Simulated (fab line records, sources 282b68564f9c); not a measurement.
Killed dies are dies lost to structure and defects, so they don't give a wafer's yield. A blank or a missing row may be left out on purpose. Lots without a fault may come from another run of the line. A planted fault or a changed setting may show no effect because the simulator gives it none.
fab line records | flow rit_cmos
record lots=6 wafers=18 last_day=7
route steps=202 shown GATE@96 REOX@98 NLDD@103 M1@202
lots that met no fault: from a run of the same line without faults
start_h: hours from the record's first day to the start of the lot's first wafer shown | wait_h: hours since the lot's step before | " the same as in the row above | L1.1+2: a row that stands for several wafers | - no value, or no start given | * or withheld: withheld | < > ~ a bound
route shown NAME@n: a module of which the file shows steps, and the number in the route of the first | usual: mean/standard deviation of fault-free wafers | same: alike in all rows | chamber/n: place in a boat | sites: the reading at each site | _std_site: their standard deviation | _edge_site: outer sites' mean less inner sites' | radius_mm: how far each site lies from the wafer's centre | mask NAME#n: copy n | behind: the tool/chamber that last shaped the wafer | hold: why the lot was held/for how many hours/how that ended | device: the transistor (n, p or np) that didn't switch | end of line: the same wafers' tests at the end of the route | a step without rows: its recipe alone | killed: dies lost to structure and defects at the first sort, not the wafer's yield | map: a wafer's dies, x killed, . not, _ none there
set.NAME: the setting as run; set.NAME@STEP: as run at that earlier step | model.NAME: the simulator's own value behind a step, which no gauge read
lots at some steps of the route; a table a step, a row a wafer
services: from which hour (start_h, from the record's first day; less than 0 if before it) a tool's chamber was out of use, for how many hours, and why
## steps
# step RIT_GATE_STRIP_20
# recipe chemistry=O2 time_s=180 resist=NOVOLAK platen_temp_c=withheld power_w=500 pressure_mtorr=4000 o2_flow_sccm=4000
# usual drypump_motor_current_A=5.91/0.22
# columns lot.wafer tool chamber start_h wait_h drypump_motor_current_A rf_hours_counter_h
L468.2 plasma_asher-02 1 78.57 0.1 5.86 43
L468.4 " 1 " " 5.85 -
L468.5 " 1 " " 5.87 -
L471.1 plasma_asher-03 1 89.28 0.1 5.66 45
L471.2 " 0 " " 5.76 45
L471.4 " 1 " " 5.67 -
L475.1 plasma_asher-02 0 105.88 0.1 5.73 47
L475.2 " 1 " " 5.86 47
L475.3 " 0 " " 5.71 -
L478.1 plasma_asher-04 0 118.30 0.1 6.19 32
L478.4 " 0 " " 6.19 -
L478.6 " 0 " " 6.19 -
L479.2 plasma_asher-03 0 126.62 0.1 5.78 50
L479.4 " 1 " " 5.65 -
L479.5 " 0 " " 5.76 -
L482.1 plasma_asher-02 0 140.73 0.1 5.71 2
L482.4 " 1 " " 5.87 -
L482.5 " 0 " " 5.73 -
# step RIT_GATE_CD_MEAS_90
# recipe target_cd_nm=150
# usual cd_nm=149.2/2.7
# columns lot.wafer tool chamber start_h wait_h cd_nm
L468.2 cd_sem-02 - 78.76 0.1 147.1
L468.4 " - " " 146.5
L468.5 " - " " 146.0
L471.1 cd_sem-01 - 89.45 0.1 153.2
L471.2 " - " " 152.6
L471.4 " - " " 153.5
L475.1 cd_sem-02 - 106.05 0.1 148.2
L475.2 " - " " 150.2
L475.3 " - " " 152.0
L478.1 cd_sem-02 - 118.48 0.1 149.5
L478.4 " - " " 148.9
L478.6 " - " " 149.2
L479.2 cd_sem-02 - 126.82 0.1 146.1
L479.4 " - " " 149.5
L479.5 " - " " 149.6
L482.1 cd_sem-02 - 140.90 0.1 150.4
L482.4 " - " " 149.3
L482.5 " - " " 149.5
# step RIT_REOX_CLEAN_00
# recipe chemistry=SC1 mix=3:3:50 time_s=600 temp_c=75
# step RIT_REOX_CLEAN_01
# recipe chemistry=dHF dilution=50:1 time_s=30
# step RIT_REOX_CLEAN_02
# recipe chemistry=SC2 mix=3:3:50 time_s=600 temp_c=75 dry=n2_spin
# step RIT_REOX_OXIDATION_03
# recipe temp_c=900 ambient=O2 target_thk_a=252 ox_time_s=5580
# step RIT_REOX_THK_MEAS_04
# recipe reads=SiO2_of_REOX_OXIDATION_03
# usual REOX_OXIDE_THK=25.1/0.46
# columns lot.wafer tool chamber start_h wait_h REOX_OXIDE_THK[nm]
L468.2 film_metro-04 - 82.08 0.0 25.7
L468.4 " - " " 25.2
L468.5 " - " " 24.7
L471.1 film_metro-01 - 93.33 0.0 25.7
L471.2 " - " " 25.7
L471.4 " - " " 26.0
L475.1 film_metro-01 - 110.36 0.0 24.9
L475.2 " - " " 24.9
L475.3 " - " " 25.1
L478.1 film_metro-04 - 123.42 0.0 25.0
L478.4 " - " " 25.4
L478.6 " - " " 25.5
L479.2 film_metro-03 - 130.74 0.0 24.4
L479.4 " - " " 24.6
L479.5 " - " " 24.6
L482.1 film_metro-01 - 145.14 0.0 25.3
L482.4 " - " " 25.5
L482.5 " - " " 25.0
# step RIT_NLDD_HMDS_00
# recipe prime_time_s=60 prime_temp_c=140
# step RIT_NLDD_COAT_01
# recipe resist=NOVOLAK spin_rpm=3250 resist_thk_nm=1000
# step RIT_NLDD_SOFTBAKE_02
# recipe resist=NOVOLAK temp_c=90 time_s=60
# step RIT_NLDD_EXPOSE_03
# recipe mask_id=M7 na=0.57 target_cd_nm=40700 dose_mj=250
# step RIT_NLDD_PEB_04
# recipe resist=NOVOLAK temp_c=withheld time_s=withheld
# step RIT_NLDD_DEVELOP_05
# recipe resist=NOVOLAK develop_time_s=50 dev_temp_c=23
# usual developer_temp_C=23.01/0.086 exhaust_pa=45.0/1
# columns lot.wafer tool chamber start_h wait_h developer_temp_C exhaust_pa
L468.2 litho_track-01 0 82 - 23.08 44.7
L468.4 " 0 83 - 23.08 44.5
L468.5 " 0 " " 23.09 43.1
L471.1 litho_track-01 0 94 - 23.02 45.3
L471.2 " 0 " " 22.95 44.7
L471.4 " 0 " " 23.07 44.6
L475.1 litho_track-01 0 111 - 25.21 45.4
L475.2 " 0 " " 25.17 46.5
L475.3 " 0 " " 25.25 45.3
L478.1 litho_track-01 0 124 - 25.38 45.1
L478.4 " 0 " " 25.32 45.2
L478.6 " 0 " " 25.31 45.0
L479.2 litho_track-03 0 131 - 22.96 46.2
L479.4 " 0 " " 23.02 44.4
L479.5 " 0 " " 22.95 43.8
L482.1 litho_track-04 0 145 - 22.89 45.6
L482.4 " 0 146 - 23.05 44.7
L482.5 " 0 " " 23.09 43.3
# step RIT_NLDD_OVL_MEAS_06
# usual NLDD_OVL=0.5/1.4
# columns lot.wafer tool chamber start_h wait_h NLDD_OVL[nm]
L468.2 overlay-01 - 83.11 - 2.7
L468.4 " - " " 1.9
L468.5 " - " " 1.9
L471.1 overlay-01 - 94.37 - 0.3
L471.2 " - " " -0.6
L471.4 " - " " -0.1
L475.1 overlay-01 - 111.27 - 0.9
L475.2 " - " " -1.0
L475.3 " - " " 1.7
L478.1 overlay-01 - 124.54 - 0.8
L478.4 " - " " 0.0
L478.6 " - " " 0.3
L479.2 overlay-02 - 131.79 - 1.3
L479.4 " - " " 0.5
L479.5 " - " " -1.3
L482.1 overlay-01 - 146.07 - 2.8
L482.4 " - " " 1.4
L482.5 " - " " -0.6
# step RIT_M1_PROBE_99
# usual killed_at_contacts=0.1/0.36 killed_at_front_end=7/3.1 killed_dies=7/3.1 killed_open=3.6/2.1 killed_short=3.2/1.9
# same gross_dies=264 killed_at_M0_to_M3=0 killed_at_M4_up=0 killed_at_back_side=0 killed_at_other=0
# columns lot.wafer tool chamber start_h wait_h killed_at_contacts killed_at_front_end killed_dies killed_open killed_short
L468.2 prober-01 - 98.47 0.1 0 9 9 3 6
L468.4 prober-01 - 98.57 0.2 0 8 8 6 2
L468.5 prober-01 - 98.62 0.2 0 9 9 3 6
L471.1 prober-02 - 110.16 0.1 0 4 4 1 3
L471.2 prober-02 - 110.21 0.1 1 4 5 2 3
L471.4 prober-02 - 110.31 0.2 0 5 5 2 3
L475.1 prober-02 - 127.01 0.1 0 5 5 1 4
L475.2 prober-02 - 127.06 0.1 0 4 4 4 0
L475.3 prober-02 - 127.11 0.2 1 7 8 5 3
L478.1 prober-01 - 145.02 0.1 0 4 4 2 2
L478.4 prober-01 - 145.17 0.2 0 10 10 7 3
L478.6 prober-01 - 145.27 0.2 0 6 6 4 2
L479.2 prober-02 - 147.60 0.1 0 3 3 3 0
L479.4 prober-02 - 147.70 0.2 0 4 4 2 2
L479.5 prober-02 - 147.75 0.2 0 8 8 1 7
L482.1 prober-01 - 161.71 0.1 0 5 5 4 1
L482.4 prober-01 - 161.86 0.2 0 11 11 3 8
L482.5 prober-01 - 161.91 0.2 0 8 8 3 5
# killed by level:class
L468.2 FOX1:geometric_particle:short=2 REOX:geometric_particle:short=2 FOX1:geometric_particle:open=1 FOX2:geometric_particle:open=1 GATE:geometric_particle:short=1 SILICIDE:geometric_particle:short=1 SILICIDE:geometric_particle:open=1
L468.4 FOX1:geometric_particle:open=2 REOX:geometric_particle:open=2 FOX2:geometric_particle:open=1 FOX2:geometric_particle:short=1 SILICIDE:geometric_particle:short=1 SILICIDE:geometric_particle:open=1
L468.5 GATE:geometric_particle:short=3 GATE:geometric_particle:open=2 REOX:geometric_particle:short=2 FOX1:geometric_particle:short=1 SPACER:geometric_particle:open=1
L471.1 SPACER:geometric_particle:short=2 GATE:geometric_particle:short=1 GATE:geometric_particle:open=1
L471.2 FOX1:geometric_particle:short=1 FOX2:geometric_particle:open=1 FOX2:geometric_particle:short=1 GATE:geometric_particle:open=1 CONTACT:geometric_particle:short=1
L471.4 FOX1:geometric_particle:open=1 FOX2:geometric_particle:open=1 FOX2:geometric_particle:short=1 REOX:geometric_particle:short=1 SILICIDE:geometric_particle:short=1
L475.1 FOX1:geometric_particle:open=1 FOX1:geometric_particle:short=1 FOX2:geometric_particle:short=1 REOX:geometric_particle:short=1 SILICIDE:geometric_particle:short=1
L475.2 SPACER:geometric_particle:open=2 REOX:geometric_particle:open=1 SILICIDE:geometric_particle:open=1
L475.3 GATE:geometric_particle:open=3 GATE:geometric_particle:short=2 FOX2:geometric_particle:open=1 SPACER:geometric_particle:open=1 CONTACT:geometric_particle:short=1
L478.1 GATE:geometric_particle:open=1 GATE:geometric_particle:short=1 SPACER:geometric_particle:short=1 SPACER:geometric_particle:open=1
L478.4 GATE:geometric_particle:open=3 SPACER:geometric_particle:open=2 SPACER:geometric_particle:short=2 FOX1:geometric_particle:open=1 REOX:geometric_particle:short=1 REOX:geometric_particle:open=1
L478.6 SILICIDE:geometric_particle:open=2 FOX1:geometric_particle:open=1 FOX2:geometric_particle:short=1 GATE:geometric_particle:open=1 GATE:geometric_particle:short=1
L479.2 FOX1:geometric_particle:open=2 SPACER:geometric_particle:open=1
L479.4 FOX2:geometric_particle:open=1 GATE:geometric_particle:short=1 GATE:geometric_particle:open=1 REOX:geometric_particle:short=1
L479.5 GATE:geometric_particle:short=3 FOX1:geometric_particle:short=2 FOX1:geometric_particle:open=1 FOX2:geometric_particle:short=1 SILICIDE:geometric_particle:short=1
L482.1 FOX2:geometric_particle:open=1 FOX2:geometric_particle:short=1 GATE:geometric_particle:open=1 REOX:geometric_particle:open=1 SPACER:geometric_particle:open=1
L482.4 GATE:geometric_particle:short=3 FOX2:geometric_particle:short=2 GATE:geometric_particle:open=2 REOX:geometric_particle:short=2 SILICIDE:geometric_particle:short=1 SILICIDE:geometric_particle:open=1
L482.5 GATE:geometric_particle:short=3 FOX1:geometric_particle:open=1 GATE:geometric_particle:open=1 REOX:geometric_particle:short=1 SILICIDE:geometric_particle:short=1 SILICIDE:geometric_particle:open=1
## services
# columns tool chamber start_h hours kind
plasma_asher-04 - 105.75 0.9 repair
plasma_asher-02 - 108.75 9.0 pm
plasma_asher-02 0 108.75 9.0 vent_cycle
plasma_asher-02 1 108.75 9.0 vent_cycle
plasma_asher-02 0 117.75 - clean
plasma_asher-02 1 117.75 - clean
## key
first_sign step=RIT_NLDD_DEVELOP_05 reading=developer_temp_C direction=up sigmas=26 usual=* struck=*
effect none on later readings
met_at RIT_NLDD_DEVELOP_05
struck_wafers L475.1,L475.2,L475.3,L478.1,L478.4,L478.6
tester_left_out L475,L478
onset_between 94 111
fault kind=process_parameter_drift tool=litho_track-01 chamber=- onset_h=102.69 steps=RIT_NLDD_DEVELOP_05 channel=dev_temp_c offset=* shape=step end_h=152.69 acts_in=* stated=*
# tester_left_out: of these lots the tester's yield and bins aren't shown, on N5 and GAA mostly nor the transistor test; their killed dies are dies lost to structure and defects alone, not to doping, threshold or leakage, so they don't give the yield
